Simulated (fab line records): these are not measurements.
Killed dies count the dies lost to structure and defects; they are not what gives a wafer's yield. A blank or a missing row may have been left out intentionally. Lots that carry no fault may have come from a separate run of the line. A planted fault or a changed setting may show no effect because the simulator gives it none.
Which tool is to blame? | flow berkeleyCmos170 | 13 lots, 39 wafers sampled, at 6 steps of a route of 331

## WHAT THE GAUGES SHOWED, per wafer
UCB170_PWELL_THK_MEAS_06.
lot  | measured    | on           | PWELL_NITRIDE_THK (nm)
L949 | day 2 19:40 | filmMetro-03 | 217.8 218.4 218.6
L950 | day 3 06:55 | filmMetro-03 | 223.7 222.0 222.9
L951 | day 3 06:55 | filmMetro-04 | 220.8 221.6 221.9
L952 | day 3 17:23 | filmMetro-02 | 172.3 173.8 174.9 172.1 173.5 174.8
L954 | day 4 05:29 | filmMetro-02 | 171.4 172.4 171.4 171.3 172.5 171.4
L955 | day 4 05:29 | filmMetro-03 | 172.6 171.4 170.9 172.4 171.4 170.9
L956 | day 4 12:49 | filmMetro-02 | 172.0 171.0 172.1 172.0 171.1 172.1
L962 | day 5 20:22 | filmMetro-04 | 219.5 217.2 219.7
L963 | day 5 20:23 | filmMetro-03 | 219.6 218.4 218.4
L964 | day 6 03:22 | filmMetro-04 | 219.2 220.9 217.7
L966 | day 6 12:03 | filmMetro-03 | 220.4 220.6 219.4
L967 | day 6 12:03 | filmMetro-04 | 218.9 219.0 219.3
L969 | day 7 02:29 | filmMetro-03 | 218.3 217.0 217.2

UCB170_PWELL_OVL_MEAS_13.
lot  | measured    | on         | PWELL_OVL (nm)
L949 | day 2 20:50 | overlay-01 | -5 2 0
L950 | day 3 08:27 | overlay-01 | -6 -5 -6
L951 | day 3 08:45 | overlay-02 | 0 -2 3
L952 | day 4 00:49 | overlay-01 | -3 -7 -6
L954 | day 4 09:22 | overlay-01 | 10 9 11
L955 | day 4 10:00 | overlay-02 | -8 -4 -1
L956 | day 4 16:58 | overlay-01 | 8 9 10
L962 | day 5 21:39 | overlay-02 | -4 5 -3
L963 | day 5 21:37 | overlay-01 | 1 -1 1
L964 | day 6 04:16 | overlay-01 | -4 0 2
L966 | day 6 14:32 | overlay-02 | -6 -9 -9
L967 | day 6 14:48 | overlay-01 | -11 -11 -7
L969 | day 7 03:22 | overlay-02 | 0 -1 4

UCB170_ACTIVE_THK_MEAS_03.
lot  | measured    | on           | ACTIVE_OXIDE_THK (nm)
L949 | day 3 16:29 | filmMetro-02 | 26.1 26.3 25.9
L950 | day 4 07:02 | filmMetro-04 | 26.3 26.5 26.4
L951 | day 4 07:02 | filmMetro-02 | 26.9 26.7 26.4
L952 | day 4 14:02 | filmMetro-04 | 26.7 26.8 26.2
L954 | day 5 04:28 | filmMetro-02 | 26.9 26.8 26.6
L955 | day 5 04:28 | filmMetro-04 | 26.7 27.2 26.7
L956 | day 5 12:35 | filmMetro-04 | 26.2 25.8 26.1
L962 | day 6 17:07 | filmMetro-01 | 25.8 25.9 25.3
L963 | day 6 17:07 | filmMetro-04 | 26.7 27.0 26.9
L964 | day 7 00:15 | filmMetro-02 | 27.1 26.7 26.3
L966 | day 7 12:10 | filmMetro-01 | 26.7 26.8 27.0
L967 | day 7 12:10 | filmMetro-04 | 25.6 26.5 26.2
L969 | day 8 00:55 | filmMetro-04 | 26.2 25.8 26.1

UCB170_PFIELD_OVL_MEAS_06.
lot  | measured    | on         | PFIELD_OVL (nm)
L949 | day 4 03:16 | overlay-01 | -2 -4 -11
L950 | day 4 14:32 | overlay-02 | -14 1 -5
L951 | day 4 14:49 | overlay-02 | -5 -8 -6
L952 | day 5 01:01 | overlay-02 | -6 1 3
L954 | day 5 13:54 | overlay-02 | -1 -4 -10
L955 | day 5 14:17 | overlay-01 | -1 -4 -7
L956 | day 5 19:54 | overlay-02 | 5 0 -2
L962 | day 7 04:23 | overlay-01 | -1 -4 1
L963 | day 7 04:10 | overlay-02 | 2 -5 4
L964 | day 7 10:24 | overlay-02 | -1 7 6
L966 | day 7 23:34 | overlay-01 | -2 4 -2
L967 | day 7 23:55 | overlay-01 | -3 -3 -5
L969 | day 8 10:43 | overlay-02 | -8 -5 -1

## EACH LOT AND THE TOOL THAT RAN IT (in order: tool; ch and the chambers of the sampled wafers; start)
lot  | UCB170_PWELL_CVD_05        | UCB170_PWELL_ETCH_14
L949 | lpcvd-01 ch 1, day 2 17:45 | rieDiel-04 ch 1,2,3, day 2 20:53
L950 | lpcvd-01 ch 0, day 3 05:00 | rieDiel-02 ch 0,3, day 3 08:29
L951 | lpcvd-01 ch 1, day 3 05:00 | rieDiel-01 ch 0,1,2, day 3 08:47
L952 | lpcvd-01 ch 1, day 3 15:29 | rieDiel-02 ch 1,3, day 4 00:52
L954 | lpcvd-01 ch 1, day 4 03:34 | rieDiel-01 ch 0,2,3, day 4 09:24
L955 | lpcvd-01 ch 0, day 4 03:34 | rieDiel-04 ch 0,2,3, day 4 10:02
L956 | lpcvd-01 ch 1, day 4 10:53 | rieDiel-04 ch 1,2,3, day 4 17:00
L962 | lpcvd-02 ch 1, day 5 18:27 | rieDiel-04 ch 0,1,2, day 5 21:41
L963 | lpcvd-02 ch 1, day 5 18:27 | rieDiel-02 ch 1,2,3, day 5 21:38
L964 | lpcvd-02 ch 0, day 6 01:26 | rieDiel-01 ch 0,1, day 6 04:17
L966 | lpcvd-02 ch 0, day 6 10:08 | rieDiel-01 ch 0,2,3, day 6 14:34
L967 | lpcvd-02 ch 0, day 6 10:08 | rieDiel-04 ch 0,3, day 6 14:50
L969 | lpcvd-02 ch 0, day 7 00:33 | rieDiel-02 ch 0,3, day 7 03:24
- UCB170_PWELL_CVD_05: deposits Si3N4 from SiH2Cl2/NH3, target thk 220 nm, time 3300 s.
- UCB170_PWELL_ETCH_14: etches Si3N4 in CH3F/Ar/O2, stops on SiO2, target depth 242 nm, time 151 s.

## AS READ BY THE TOOLS THEMSELVES (means over the sampled wafers that have a number; for cases with no such wafer, the mark the record gives instead)
UCB170_PWELL_ETCH_14.
lot  | tool       | drypumpMotorCurrentA (A) | oesProductAu (a.u.) | throttleValvePct (%)
L949 | rieDiel-04 | 5.7                      | 0.942               | 7.91
L950 | rieDiel-02 | 6.2                      | 0.954               | 8.10
L951 | rieDiel-01 | 6.0                      | 0.961               | 8.04
L952 | rieDiel-02 | 5.8                      | 0.830               | 8.13
L954 | rieDiel-01 | 5.9                      | 0.825               | 7.96
L955 | rieDiel-04 | 6.0                      | 0.816               | 7.91
L956 | rieDiel-04 | 5.7                      | 0.823               | 7.89
L962 | rieDiel-04 | 6.0                      | 0.943               | 7.95
L963 | rieDiel-02 | 5.7                      | 0.940               | 8.05
L964 | rieDiel-01 | 5.6                      | 0.950               | 8.08
L966 | rieDiel-01 | 5.9                      | 0.948               | 7.97
L967 | rieDiel-04 | 5.8                      | 0.940               | 7.92
L969 | rieDiel-02 | 6.1                      | 0.941               | 8.12

## THE ANSWER, worked out from the rows above alone
Rule: the usual values come from the lots themselves. The widest of any qualifying gaps counts: lots, ordered by their means at a reading, are off when they make up no more than a third of the lots, leave a main group of 4 or more, and stand apart from it by 3 or more times the standard deviation of that group's means. The tables above print the reading to a certain number of digits; a main group whose means all agree to those digits is not used. Also off: a lot with no number at a reading for which 4 or more lots have one. Any other lot the step has rows for is counted as sound. Order of review: gauges by route order, followed by the tools' own readings, for which a lot's mean as printed above is used. At the first step where some lot is off, the reading lying furthest off is the one used; lots without a number count as furthest.
Off: L952, L954, L955, L956, seen at UCB170_PWELL_THK_MEAS_06 (PWELL_NITRIDE_THK). For the main group the mean is 219.6 nm and the standard deviation 1.6.
If a tool, at a process step before that reading, ran all the lots that are off and no sound lot after the first of them, it fits. Not tried: the gauges at UCB170_PWELL_THK_MEAS_06; whatever is off there is also off at UCB170_PWELL_ETCH_14, on other tools, and gauge error can't account for it. One fits: UCB170_PWELL_CVD_05 on lpcvd-01. A fault onset in the window from L950 (day 3 05:00, its last sound lot) to L952 (day 3 15:29, its first lot off) fits.

## WHAT THE SIMULATOR HAD PUT IN
Site profile drift: lpcvd-01, from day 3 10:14 on, at UCB170_PWELL_CVD_05. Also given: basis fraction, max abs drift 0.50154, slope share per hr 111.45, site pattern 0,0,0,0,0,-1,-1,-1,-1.
Shown lots that were struck: L952, L954, L955, L956. The rule above found the same.
